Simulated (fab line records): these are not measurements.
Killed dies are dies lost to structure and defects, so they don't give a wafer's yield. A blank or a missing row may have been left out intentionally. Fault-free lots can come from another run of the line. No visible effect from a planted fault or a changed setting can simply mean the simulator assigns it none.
Lot-split experiment    flow rit cmos    23 wafers read across 5 lots, on a route 202 steps long

## THE SPLIT
At RIT_CONTACT_CVD_00 (deposits SiO2 from TEOS, target thk 400 nm, time 61 s), the setting time s was moved away from the recipe's 61 s on 9 of the 23 wafers read, by -11.1% to +12.6%. All remaining wafers had this setting at the recipe value.

No step appears in the file between the split and the reading.

## THE READING
CONTACT_TEOS_THK at RIT_CONTACT_THK_MEAS_01, in nm. On this fab line, fault-free wafers typically give 399 nm with a standard deviation of 5.7 nm.

wafer   tool, chamber at the split  time s as run, s  against the recipe  CONTACT_TEOS_THK, nm  against lot-mates on the recipe
L077.1  pecvd-02, 1                 61                recipe              399                   -
L077.2  pecvd-02, 2                 61                recipe              395                   -
L077.3  pecvd-02, 0                 56.57             -7.3%               367                   -30
L077.4  pecvd-02, 1                 56.57             -7.3%               372                   -25
L077.6  pecvd-02, 2                 56.57             -7.3%               373                   -24
L081.2  pecvd-04, 1                 61                recipe              392                   -
L081.3  pecvd-04, 2                 68.71             +12.6%              439                   +40
L081.4  pecvd-04, 0                 68.71             +12.6%              453                   +54
L081.5  pecvd-04, 1                 61                recipe              400                   -
L081.6  pecvd-04, 2                 61                recipe              404                   -
L082.1  pecvd-03, 1                 54.22             -11.1%              360                   -33
L082.2  pecvd-03, 2                 61                recipe              388                   -
L082.3  pecvd-03, 0                 61                recipe              393                   -
L082.4  pecvd-03, 2                 61                recipe              397                   -
L082.5  pecvd-03, 0                 54.22             -11.1%              353                   -40
L084.1  pecvd-04, 0                 67.5              +10.7%              428                   +35
L084.2  pecvd-04, 1                 67.5              +10.7%              433                   +40
L084.3  pecvd-04, 2                 61                recipe              388                   -
L084.5  pecvd-04, 0                 61                recipe              398                   -
L084.6  pecvd-04, 2                 61                recipe              394                   -
L085.1  pecvd-03, 0                 61                recipe              395                   -
L085.2  pecvd-03, 2                 61                recipe              389                   -
L085.4  pecvd-03, 2                 61                recipe              397                   -

FIT RESULTS
A straight line over all 23 wafers: CONTACT_TEOS_THK changes by +3.6 nm for each +1% of time s; r = +0.98; the points scatter about the line by 5 nm.
The same after taking each lot's own level away (the mean of its wafers on the recipe; 23 wafers): +3.54 nm for each +1%; r = +0.98; scatter 4.3 nm.
Per that fit: largest time s move, reading shift of 45 nm.
The span of the lots' own levels, 392.7 to 398.7 nm, comes to 1.1 times the standard deviation stated above.
Hence the lot-to-lot level has little effect on the slope; both slopes agree.
Check: for one of the wafers moved furthest among these (+12.6%), held out of the fit, the line's prediction against its lot-mates is +46.3 nm. It came out at +40.3 nm against them.

## OTHER SPLITS APPLIED TO THESE WAFERS
Note: prior to the reading, these wafers also went through further splits. Each is held against what the fit with the lots' levels taken away leaves over:
other split on the same wafers  wafers away from the commonest value  r with CONTACT_TEOS_THK (lot level and that fit taken away)
RIT_NSD_COAT_01 spin rpm        7                                     +0.00
RIT_NSD_IMPLANT_08 dose cm2     7                                     -0.46
RIT_SDANNEAL_CLEAN_01 time s    15                                    +0.13
RIT_SILICIDE_SPUTTER_01 time s  7                                     +0.04

## THE WHOLE CHAIN: every reading that the file lists as answering this split, in the file's order
step                     what it does                                                                 reading                                                                         change (the file's fit)               r (the file's)
RIT_CONTACT_CVD_00       deposits SiO2 from TEOS, target thk 400 nm, time 61 s                        SiO2_of_CONTACT_CVD_00.thk nm (the simulator's own value, which no gauge read)  +3.74 nm for each +1% of the setting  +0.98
RIT_CONTACT_THK_MEAS_01                                                                               CONTACT_TEOS_THK                                                                +3.54 for each +1% of the setting     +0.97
RIT_CONTACT_ETCH_11      etches SiO2 in CHF3/CF4/Ar, stops on TiSi2, target depth 480 nm, time 320 s  etch.depth nm (the simulator's own value, which no gauge read)                  +3.74 nm for each +1% of the setting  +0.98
RIT_CONTACT_ETCH_11      etches SiO2 in CHF3/CF4/Ar, stops on TiSi2, target depth 480 nm, time 320 s  CONTACT.feature depth nm (the simulator's own value, which no gauge read)       +3.56 nm for each +1% of the setting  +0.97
RIT_M1_METAL_ETCH_12     etches Al in Cl2/BCl3, stops on SiO2, time 165 s, target depth 600 nm        SiO2_of_CONTACT_CVD_00.thk nm (the simulator's own value, which no gauge read)  +3.75 nm for each +1% of the setting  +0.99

## FILE'S OWN FIT
CONTACT_TEOS_THK changes by +3.54 nm for each +1% of time s, r = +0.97.
